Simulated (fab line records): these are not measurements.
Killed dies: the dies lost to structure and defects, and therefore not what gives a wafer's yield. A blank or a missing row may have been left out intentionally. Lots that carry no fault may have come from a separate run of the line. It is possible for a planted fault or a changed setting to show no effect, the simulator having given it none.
Struck lot and sound lot, side by side + flow ritCmos + 17 out of 202 route steps
Sound: the wafers L715.1, L715.2, L715.3. The struck wafers were L735.1, L735.5, L735.6. Last of all comes the cause.
At each step with rows: each side's tool, then ch and its chambers, then its first start. Under that, the readings that differ: sound wafers + struck wafers + difference of the means + sigmas: that difference in standard deviations of wafers without a fault.
alike: a reading whose means differ by less than 2 such deviations, as well as words and numbers matching on both sides. not compared: withheld readings; readings where some wafer has no value; bounds like >300 that might hide an equal value; numbers whose values overlap and for which the record gives no deviation.
Wherever a step has rows on one side only, a row that says differs or no value, or a row with sigmas, the two part there. Numbers that have no deviation but don't overlap get no sigmas and don't part them. A reading missing from all wafers of one side parts the sides only when that side holds two or more wafers.

first, 1 step without rows for these wafers: RIT_PSD_IMPLANT_08.
RIT_PSD_STRIP_09: strips in O2, time 180 s.
  sound on plasmaAsher-04 ch 0,1, day 3 05:13; struck on plasmaAsher-04 ch 0,1, day 8 02:43
  alike: drypumpMotorCurrentA, rfReflPowerW
  not compared: rfHoursCounterH
RIT_PSD_TW_MEAS_10:
  sound: filmMetro-01 at day 3 05:23; struck: filmMetro-01 at day 8 02:53
  alike: PSD_TW
then, 3 steps without rows for these wafers: RIT_SDANNEAL_CLEAN_00 (cleans in SC1, time 600 s); RIT_SDANNEAL_CLEAN_01 (cleans in dHF, time 30 s); RIT_SDANNEAL_CLEAN_02 (cleans in SC2, time 600 s).
RIT_SDANNEAL_RTA_03: time 5 s.
  sound on rtpAnneal-01 ch 0, day 3 06:02; struck on rtpAnneal-01 ch 0, day 8 03:19
  alike: wafer_temp_C_max
RIT_SDANNEAL_RS_MEAS_04: measurement is done with a four-point probe.
  sound: filmMetro-04 at day 3 06:05; struck: filmMetro-01 at day 8 03:22
  alike: PSD_RS
RIT_SDANNEAL_RS_MEAS_05: measurement is done with a four-point probe.
  sound: filmMetro-04 at day 3 06:13; struck: filmMetro-01 at day 8 03:29
  alike: NSD_RS
RIT_SDANNEAL_RS_MEAS_06: measurement is done with a four-point probe.
  sound: filmMetro-04 at day 3 06:20; struck: filmMetro-01 at day 8 03:37
  alike: PLDD_RS
RIT_SDANNEAL_RS_MEAS_07: measurement is done with a four-point probe.
  sound: filmMetro-04 at day 3 06:27; struck: filmMetro-01 at day 8 03:44
  alike: NLDD_RS
then, 1 step without rows for these wafers: RIT_SILICIDE_WET_ETCH_00 (etches SiO2 in BOE, target depth 14 nm, time 15 s).
RIT_SILICIDE_SPUTTER_01: material Ti, target thk 30 nm, time 240 s.
  sound: pvdSputter-03 at day 3 06:35; struck: pvdSputter-03 at day 8 03:52
| reading                                    | sound                | struck               | difference | sigmas      |
|--------------------------------------------|----------------------|----------------------|------------|-------------|
| cathodeDcPowerW (W)                        | 350.00 349.99 349.99 | 286.00 285.98 285.85 | -64.05     | -99 or more |
| model.Ti_of_SILICIDE_SPUTTER_01.thkNm (nm) | 30.42 30.37 30.69    | 24.62 24.48 23.69    | -6.23      |             |
  alike: throttleValvePct
RIT_SILICIDE_RS_MEAS_02: measurement is done with a four-point probe.
  sound: filmMetro-03 at day 3 06:44; struck: filmMetro-02 at day 8 04:01
| reading                 | sound          | struck         | difference | sigmas |
|-------------------------|----------------|----------------|------------|--------|
| SILICIDE_TI_RS (ohm/sq) | 47.0 46.9 46.5 | 61.5 62.0 64.6 | +15.9      | +25    |
RIT_SILICIDE_THK_MEAS_03: measures by xrf.
  sound: filmMetro-03 at day 3 06:51; struck: filmMetro-02 at day 8 04:08
| reading              | sound          | struck         | difference | sigmas |
|----------------------|----------------|----------------|------------|--------|
| SILICIDE_TI_THK (nm) | 30.3 30.4 30.5 | 24.4 24.3 23.5 | -6.3       | -20    |
RIT_SILICIDE_RTA_04: time 10 s, ramp up 5 s, ramp down 5 s.
  sound on rtpAnneal-02 ch 0, day 3 06:55; struck on rtpAnneal-02 ch 0, day 8 04:12
  alike: wafer_temp_C_max
RIT_M1_PROBE_99:
  sound: prober-02 at day 3 13:27; struck: prober-02 at day 8 10:37
| reading                            | sound             | struck            | difference | sigmas |
|------------------------------------|-------------------|-------------------|------------|--------|
| model.etest.npolyLine.lineOhmUm    | 157.8 161 160.2   | 193.3 191.9 195.9 | +34.0      |        |
| model.etest.ppolyLine.lineOhmUm    | 152.6 156.1 150.6 | 186.5 183.9 187.5 | +32.9      |        |
| model.etest.contactNplus.endOhmUm  | 43.45 43.3 43.02  | 36.15 35.47 35.28 | -7.62      |        |
| model.etest.contactPplus.endOhmUm  | 46.2 44.55 46.11  | 40.43 40.21 38.76 | -5.82      |        |
| model.etest.ppolyLine.widthNm (nm) | 107 104.8 106.1   | 102.5 104.7 104.6 | -2.0       |        |
| model.etest.npolyLine.rsOhmSq      | 16.71 16.87 16.72 | 19.85 19.87 20.48 | +3.30      |        |
| model.etest.ppolyLine.rsOhmSq      | 16.24 16.37 16.02 | 19 19.03 19.74    | +3         |        |
  alike: killedAtContacts, killedAtFrontEnd, killedDies, killedOpen, killedShort
  not compared: model.etest.npolyLine.widthNm

## WHERE THEY PART
First at RIT_SILICIDE_SPUTTER_01; last, within this record, at RIT_SILICIDE_THK_MEAS_03. Later steps at which nothing parts them and some readings are alike: RIT_SILICIDE_RTA_04, RIT_M1_PROBE_99.

WHY: the cause the simulator had injected
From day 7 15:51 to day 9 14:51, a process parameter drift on pvdSputter-03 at RIT_SILICIDE_SPUTTER_01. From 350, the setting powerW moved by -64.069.
